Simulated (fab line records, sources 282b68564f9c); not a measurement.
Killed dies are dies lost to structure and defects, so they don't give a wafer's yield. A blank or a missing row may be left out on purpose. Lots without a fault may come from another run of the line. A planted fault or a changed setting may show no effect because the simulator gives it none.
A struck lot beside a sound one | flow rit_cmos | 43 steps out of a route of 202
Sound: wafers L987.1, L987.3, L987.4. Struck: wafers L101.1, L101.4, L101.5. The cause comes at the end.
At each step with rows: each side's tool, then ch and its chambers, then its first start. Under that, the readings that differ: sound wafers | struck wafers | difference of the means | sigmas: that difference in standard deviations of wafers without a fault.
alike: readings whose means differ by less than 2 such deviations, and words and numbers that are the same on both sides. not compared: withheld readings, readings that some wafer has no value for, bounds like >300 that may hide the same value, and numbers for which the record gives no deviation and whose values overlap.
The two part at a step that has a row with sigmas, a row that says differs or no value, or rows on one side only. Numbers that don't overlap but have no deviation are shown without sigmas and don't part them. A reading that every wafer of one side lacks parts them only if that side has two wafers or more.

first, 3 steps without rows for these wafers: RIT_GATE_EXPOSE_13 (exposes mask M6, target cd 150 nm); RIT_GATE_PEB_14; RIT_GATE_DEVELOP_15 (develop time 50 s).
RIT_GATE_CD_MEAS_16: target cd 150 nm.
  sound on cd_sem-01, day 2 14:16; struck on cd_sem-02, day 5 15:49
  reading    | sound             | struck            | difference | sigmas
  cd_nm (nm) | 145.5 148.3 147.6 | 153.0 153.3 152.3 | +5.7       | +2
RIT_GATE_OVL_MEAS_17:
  sound on overlay-01, day 2 14:23; struck on overlay-02, day 5 15:56
  alike: GATE_OVL
then, 1 step without rows for these wafers: RIT_GATE_HARDBAKE_18 (time 60 s).
RIT_GATE_ETCH_19: etches poly-Si in SF6/CHF3/O2, stops on SiO2, time 165 s, target depth 312.5 nm.
  sound on rie_si-02 ch 0,1,2, day 2 14:34; struck on rie_si-02 ch 0,3, day 5 16:07
  alike: drypump_motor_current_A, oes_product_au, throttle_valve_pct
  not compared: rf_hours_counter_h
RIT_GATE_STRIP_20: strips in O2, time 180 s.
  sound on plasma_asher-01 ch 0,1, day 2 14:41; struck on plasma_asher-01 ch 0,1, day 5 16:14
  alike: drypump_motor_current_A
  not compared: rf_hours_counter_h
RIT_GATE_CD_MEAS_90: target cd 150 nm.
  sound on cd_sem-01, day 2 14:51; struck on cd_sem-02, day 5 16:25
  reading    | sound             | struck            | difference | sigmas
  cd_nm (nm) | 145.5 148.0 147.6 | 153.5 153.2 152.2 | +5.9       | +3
then, 3 steps without rows for these wafers: RIT_REOX_CLEAN_00 (cleans in SC1, time 600 s); RIT_REOX_CLEAN_01 (cleans in dHF, time 30 s); RIT_REOX_CLEAN_02 (cleans in SC2, time 600 s).
RIT_REOX_OXIDATION_03: target thk 25.2 nm, ox time 5580 s.
  sound on furnace-04 ch 0, day 2 15:52; struck on furnace-04 ch 0, day 5 16:53
  alike: tube_center_temp_C
RIT_REOX_THK_MEAS_04:
  sound on film_metro-03, day 2 18:25; struck on film_metro-03, day 5 19:26
  alike: REOX_OXIDE_THK
then, 6 steps without rows for these wafers: RIT_NLDD_HMDS_00 (prime time 60 s); RIT_NLDD_COAT_01 (resist thk 1000 nm); RIT_NLDD_SOFTBAKE_02 (time 60 s); RIT_NLDD_EXPOSE_03 (exposes mask M7, target cd 40700 nm); RIT_NLDD_PEB_04; RIT_NLDD_DEVELOP_05 (develop time 50 s).
RIT_NLDD_OVL_MEAS_06:
  sound on overlay-01, day 2 19:26; struck on overlay-02, day 5 20:21
  alike: NLDD_OVL
then, 2 steps without rows for these wafers: RIT_NLDD_HARDBAKE_07 (time 60 s); RIT_NLDD_IMPLANT_08.
RIT_NLDD_STRIP_09: strips in O2, time 180 s.
  sound on plasma_asher-03 ch 0,1, day 2 19:47; struck on plasma_asher-02 ch 0,1, day 5 20:41
  alike: drypump_motor_current_A
  not compared: rf_hours_counter_h
RIT_NLDD_TW_MEAS_10:
  sound on film_metro-01, day 2 19:57; struck on film_metro-03, day 5 20:52
  alike: NLDD_TW
then, 6 steps without rows for these wafers: RIT_PLDD_HMDS_00 (prime time 60 s); RIT_PLDD_COAT_01 (resist thk 1000 nm); RIT_PLDD_SOFTBAKE_02 (time 60 s); RIT_PLDD_EXPOSE_03 (exposes mask M8, target cd 40900 nm); RIT_PLDD_PEB_04; RIT_PLDD_DEVELOP_05 (develop time 51.09 s).
RIT_PLDD_OVL_MEAS_06:
  sound on overlay-01, day 2 20:59; struck on overlay-01, day 5 21:46
  alike: PLDD_OVL
then, 2 steps without rows for these wafers: RIT_PLDD_HARDBAKE_07 (time 60 s); RIT_PLDD_IMPLANT_08.
RIT_PLDD_STRIP_09: strips in O2, time 180 s.
  sound on plasma_asher-02 ch 0,1, day 2 21:20; struck on plasma_asher-02 ch 0,1, day 5 22:07
  alike: drypump_motor_current_A
  not compared: rf_hours_counter_h
RIT_PLDD_TW_MEAS_10:
  sound on film_metro-02, day 2 21:31; struck on film_metro-03, day 5 22:17
  alike: PLDD_TW
then, 4 steps without rows for these wafers: RIT_SPACER_CLEAN_00 (cleans in SC1, time 600 s); RIT_SPACER_CLEAN_01 (cleans in dHF, time 30 s); RIT_SPACER_CLEAN_02 (cleans in SC2, time 600 s); RIT_SPACER_CVD_03 (deposits Si3N4 from SiH2Cl2/NH3, target thk 250 nm, time 3300 s).
RIT_SPACER_THK_MEAS_04:
  sound on film_metro-02, day 2 23:51; struck on film_metro-01, day 6 01:35
  alike: SPACER_NITRIDE_THK
RIT_SPACER_ETCHBACK_05: etches Si3N4 in SF6/CHF3, stops on SiO2, target depth 250 nm, time 240 s.
  sound on rie_diel-01 ch 0,1,2, day 2 23:55; struck on rie_diel-03 ch 1,2,3, day 6 01:39
  alike: drypump_motor_current_A, oes_product_au, throttle_valve_pct
  not compared: rf_hours_counter_h
RIT_M1_PROBE_99:
  sound on prober-02, day 3 11:23; struck on prober-02, day 6 12:58
  reading             | sound  | struck      | difference | sigmas
  killed_at_front_end | 10 8 4 | 150 165 157 | +150       | +60
  killed_dies         | 10 8 4 | 150 165 157 | +150       | +60
  killed_on_rim       | 4 2 1  | 46 41 36    | +39        | +28
  alike: killed_open, killed_short

WHERE THEY PART
First at RIT_GATE_CD_MEAS_16; last, within this record, at RIT_M1_PROBE_99.

WHY: what the simulator had put in
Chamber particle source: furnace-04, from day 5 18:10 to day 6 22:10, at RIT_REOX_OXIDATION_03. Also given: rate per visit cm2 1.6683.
